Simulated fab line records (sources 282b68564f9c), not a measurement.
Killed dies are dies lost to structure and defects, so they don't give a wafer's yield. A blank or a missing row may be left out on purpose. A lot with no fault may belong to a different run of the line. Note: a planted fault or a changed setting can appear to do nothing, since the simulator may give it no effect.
Which tool is to blame? / flow rit cmos / 14 lots, 42 wafers sampled, at 5 steps of a route of 202

== WHAT EACH GAUGE READ, for each wafer ==
RIT_NWELL_TW_MEAS_10.
lot=L766; measured=day 2 00:40; on=film metro-03; NWELL_TW=2111 2122 2126
lot=L767; measured=day 2 04:01; on=film metro-03; NWELL_TW=2149 2126 2129
lot=L768; measured=day 2 09:07; on=film metro-04; NWELL_TW=2132 2144 2148
lot=L770; measured=day 2 19:23; on=film metro-02; NWELL_TW=2146 2124 2131
lot=L773; measured=day 3 14:22; on=film metro-03; NWELL_TW=2138 2136 2135
lot=L774; measured=day 3 23:13; on=film metro-04; NWELL_TW=2144 2139 2149
lot=L775; measured=day 4 02:47; on=film metro-02; NWELL_TW=2120 2118 2107
lot=L777; measured=day 4 13:37; on=film metro-03; NWELL_TW=2135 2143 2122
lot=L778; measured=day 4 21:56; on=film metro-03; NWELL_TW=2133 2131 2133
lot=L783; measured=day 5 16:17; on=film metro-02; NWELL_TW=1030 1012 1034 1032 1018 1025
lot=L782; measured=day 5 16:46; on=film metro-04; NWELL_TW=1013 1004 1009 1003 1003 1006
lot=L786; measured=day 6 07:25; on=film metro-03; NWELL_TW=2136 2139 2132
lot=L787; measured=day 6 17:38; on=film metro-02; NWELL_TW=2121 2125 2131
lot=L788; measured=day 6 18:02; on=film metro-03; NWELL_TW=2134 2120 2131

RIT_CONTACT_THK_MEAS_01.
lot=L766; measured=day 3 08:14; on=film metro-02; CONTACT_TEOS_THK (nm)=410 421 416
lot=L767; measured=day 3 17:20; on=film metro-03; CONTACT_TEOS_THK (nm)=414 422 426
lot=L768; measured=day 3 21:34; on=film metro-03; CONTACT_TEOS_THK (nm)=416 424 419
lot=L770; measured=day 4 11:58; on=film metro-02; CONTACT_TEOS_THK (nm)=412 419 414
lot=L773; measured=day 5 12:19; on=film metro-02; CONTACT_TEOS_THK (nm)=415 417 416
lot=L774; measured=day 5 15:58; on=film metro-04; CONTACT_TEOS_THK (nm)=411 418 414
lot=L775; measured=day 6 00:55; on=film metro-04; CONTACT_TEOS_THK (nm)=411 412 421
lot=L777; measured=day 6 14:49; on=film metro-02; CONTACT_TEOS_THK (nm)=416 414 420
lot=L778; measured=day 6 14:25; on=film metro-04; CONTACT_TEOS_THK (nm)=412 413 420
lot=L786; measured=day 7 19:08; on=film metro-03; CONTACT_TEOS_THK (nm)=418 421 424
lot=L787; measured=day 8 03:04; on=film metro-02; CONTACT_TEOS_THK (nm)=419 426 422
lot=L788; measured=day 8 08:17; on=film metro-04; CONTACT_TEOS_THK (nm)=407 418 419

RIT_M1_CD_MEAS_90: the cd target is 2600 nm.
lot=L766; measured=day 3 12:48; on=cd sem-01; cd nm (nm)=2599.2 2602.3 2601.0
lot=L767; measured=day 3 21:49; on=cd sem-02; cd nm (nm)=2599.3 2598.9 2598.9
lot=L768; measured=day 4 02:10; on=cd sem-01; cd nm (nm)=2600.3 2595.8 2597.4
lot=L770; measured=day 4 16:38; on=cd sem-01; cd nm (nm)=2600.8 2598.5 2599.4
lot=L773; measured=day 5 17:14; on=cd sem-01; cd nm (nm)=2598.8 2598.2 2600.2
lot=L774; measured=day 5 21:03; on=cd sem-01; cd nm (nm)=2603.0 2601.7 2603.0
lot=L775; measured=day 6 05:47; on=cd sem-02; cd nm (nm)=2600.2 2598.7 2600.5
lot=L777; measured=day 6 21:01; on=cd sem-02; cd nm (nm)=2602.2 2604.9 2603.5
lot=L778; measured=day 6 20:40; on=cd sem-01; cd nm (nm)=2597.9 2599.8 2599.1
lot=L786; measured=day 7 23:59; on=cd sem-01; cd nm (nm)=2597.1 2596.1 2597.2
lot=L787; measured=day 8 07:39; on=cd sem-01; cd nm (nm)=2599.2 2601.9 2600.2
lot=L788; measured=day 8 12:44; on=cd sem-02; cd nm (nm)=2598.9 2593.1 2597.4

== WHAT TOOL EACH LOT RAN ON (gives the tool, then ch and the chambers of the sampled wafers, and finally the start) ==
lot=L766; RIT_NWELL_IMPLANT_08=implanter-02 ch 0, day 2 00:20; RIT_NSD_STRIP_09=plasma asher-01 ch 0,1, day 3 04:55
lot=L767; RIT_NWELL_IMPLANT_08=implanter-03 ch 0, day 2 03:43; RIT_NSD_STRIP_09=plasma asher-04 ch 0,1, day 3 14:04
lot=L768; RIT_NWELL_IMPLANT_08=implanter-02 ch 0, day 2 08:49; RIT_NSD_STRIP_09=plasma asher-01 ch 0,1, day 3 18:24
lot=L770; RIT_NWELL_IMPLANT_08=implanter-04 ch 0, day 2 19:05; RIT_NSD_STRIP_09=plasma asher-01 ch 0,1, day 4 08:53
lot=L773; RIT_NWELL_IMPLANT_08=implanter-03 ch 0, day 3 14:05; RIT_NSD_STRIP_09=plasma asher-04 ch 0,1, day 5 09:06
lot=L774; RIT_NWELL_IMPLANT_08=implanter-04 ch 0, day 3 22:53; RIT_NSD_STRIP_09=plasma asher-02 ch 0,1, day 5 12:50
lot=L775; RIT_NWELL_IMPLANT_08=implanter-04 ch 0, day 4 02:28; RIT_NSD_STRIP_09=plasma asher-01 ch 0,1, day 5 21:47
lot=L777; RIT_NWELL_IMPLANT_08=implanter-03 ch 0, day 4 13:17; RIT_NSD_STRIP_09=plasma asher-01 ch 0,1, day 6 11:13
lot=L778; RIT_NWELL_IMPLANT_08=implanter-02 ch 0, day 4 21:37; RIT_NSD_STRIP_09=plasma asher-02 ch 0,1, day 6 10:58
lot=L783; RIT_NWELL_IMPLANT_08=implanter-04 ch 0, day 5 15:58; RIT_NSD_STRIP_09=-
lot=L782; RIT_NWELL_IMPLANT_08=implanter-04 ch 0, day 5 16:27; RIT_NSD_STRIP_09=-
lot=L786; RIT_NWELL_IMPLANT_08=implanter-02 ch 0, day 6 07:06; RIT_NSD_STRIP_09=plasma asher-04 ch 0,1, day 7 15:34
lot=L787; RIT_NWELL_IMPLANT_08=implanter-03 ch 0, day 6 17:20; RIT_NSD_STRIP_09=plasma asher-01 ch 0,1, day 7 23:49
lot=L788; RIT_NWELL_IMPLANT_08=implanter-02 ch 0, day 6 17:45; RIT_NSD_STRIP_09=plasma asher-01 ch 0,1, day 8 05:06
- RIT_NWELL_IMPLANT_08
- RIT_NSD_STRIP_09: strips in O2, time 180 s.

== AS READ BY THE TOOLS THEMSELVES (means over the sampled wafers that have a number; for cases with no such wafer, the mark the record gives instead) ==
RIT_NWELL_IMPLANT_08.
lot=L766; tool=implanter-02; dose ions cm2=4.997e+13; faraday current uA=158.5
lot=L767; tool=implanter-03; dose ions cm2=5.001e+13; faraday current uA=155.2
lot=L768; tool=implanter-02; dose ions cm2=4.992e+13; faraday current uA=159.2
lot=L770; tool=implanter-04; dose ions cm2=4.994e+13; faraday current uA=158.8
lot=L773; tool=implanter-03; dose ions cm2=5.001e+13; faraday current uA=156.1
lot=L774; tool=implanter-04; dose ions cm2=5.000e+13; faraday current uA=158.0
lot=L775; tool=implanter-04; dose ions cm2=4.999e+13; faraday current uA=160.3
lot=L777; tool=implanter-03; dose ions cm2=4.998e+13; faraday current uA=156.7
lot=L778; tool=implanter-02; dose ions cm2=4.997e+13; faraday current uA=156.2
lot=L783; tool=implanter-04; dose ions cm2=4.957e+12; faraday current uA=15.7
lot=L782; tool=implanter-04; dose ions cm2=5.007e+12; faraday current uA=16.0
lot=L786; tool=implanter-02; dose ions cm2=4.994e+13; faraday current uA=159.2
lot=L787; tool=implanter-03; dose ions cm2=5.006e+13; faraday current uA=160.6
lot=L788; tool=implanter-02; dose ions cm2=5.004e+13; faraday current uA=155.7

RIT_NSD_STRIP_09.
lot=L766; tool=plasma asher-01; chamber pressure mTorr (mTorr)=4001; drypump motor current A (A)=5.4
lot=L767; tool=plasma asher-04; chamber pressure mTorr (mTorr)=4001; drypump motor current A (A)=6.7
lot=L768; tool=plasma asher-01; chamber pressure mTorr (mTorr)=3999; drypump motor current A (A)=5.4
lot=L770; tool=plasma asher-01; chamber pressure mTorr (mTorr)=3999; drypump motor current A (A)=5.4
lot=L773; tool=plasma asher-04; chamber pressure mTorr (mTorr)=4001; drypump motor current A (A)=6.7
lot=L774; tool=plasma asher-02; chamber pressure mTorr (mTorr)=3998; drypump motor current A (A)=5.3
lot=L775; tool=plasma asher-01; chamber pressure mTorr (mTorr)=3998; drypump motor current A (A)=5.4
lot=L777; tool=plasma asher-01; chamber pressure mTorr (mTorr)=4000; drypump motor current A (A)=5.3
lot=L778; tool=plasma asher-02; chamber pressure mTorr (mTorr)=3997; drypump motor current A (A)=5.3
lot=L786; tool=plasma asher-04; chamber pressure mTorr (mTorr)=4001; drypump motor current A (A)=6.7
lot=L787; tool=plasma asher-01; chamber pressure mTorr (mTorr)=4001; drypump motor current A (A)=5.4
lot=L788; tool=plasma asher-01; chamber pressure mTorr (mTorr)=3998; drypump motor current A (A)=5.4

== THE ANSWER, worked out from the rows above alone ==
Rule: what is usual is taken from the lots themselves. Put in order of their means at a reading, lots are off if they are a third of the lots or fewer, leave a main group of 4 or more, and stand apart from it by a gap of 3 or more times the standard deviation of the main group's means; of several such gaps the widest counts. A main group whose means are all the same, to the digits that the tables above print for the reading, isn't used. Also off: a lot with no number at a reading for which 4 or more lots have one. The other lots that the step has rows for count as sound. First the gauges in route order, then the tools' own readings, where a lot's mean is used as printed above. At the first step where some lot is off, the reading lying furthest off is the one used; lots without a number count as furthest.
Off: at RIT_NWELL_TW_MEAS_10 (NWELL_TW), L783, L782. For the main group the mean is 2132 and the standard deviation 8.
If a tool, at a process step before that reading, ran all the lots that are off and no sound lot after the first of them, it fits. The gauges at RIT_NWELL_TW_MEAS_10 aren't tried: what is off there is off at RIT_NWELL_IMPLANT_08 too, on other tools, and a gauge's error can't cause that. One fits: implanter-04 at RIT_NWELL_IMPLANT_08. A fault onset in the window from L775 (day 4 02:28, its last sound lot) to L783 (day 5 15:58, its first lot off) fits.
The tool's own readings at RIT_NWELL_IMPLANT_08 bear it out: on the lots that are off they differ by more than 5 times the standard deviation of the sound lots' means. dose ions cm2 reads 4.982e+12 there against 4.999e+13 on the sound lots; faraday current uA reads 15.8 there against 157.9 on the sound lots.

== WHAT HAD BEEN PUT IN BY THE SIMULATOR ==
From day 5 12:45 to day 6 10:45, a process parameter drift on implanter-04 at RIT_NWELL_IMPLANT_08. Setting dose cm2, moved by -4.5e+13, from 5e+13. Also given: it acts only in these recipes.
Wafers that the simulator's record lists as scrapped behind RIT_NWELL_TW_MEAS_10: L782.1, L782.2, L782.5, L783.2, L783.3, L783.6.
Shown lots that were struck: L783, L782. This agrees with what the rule above found.
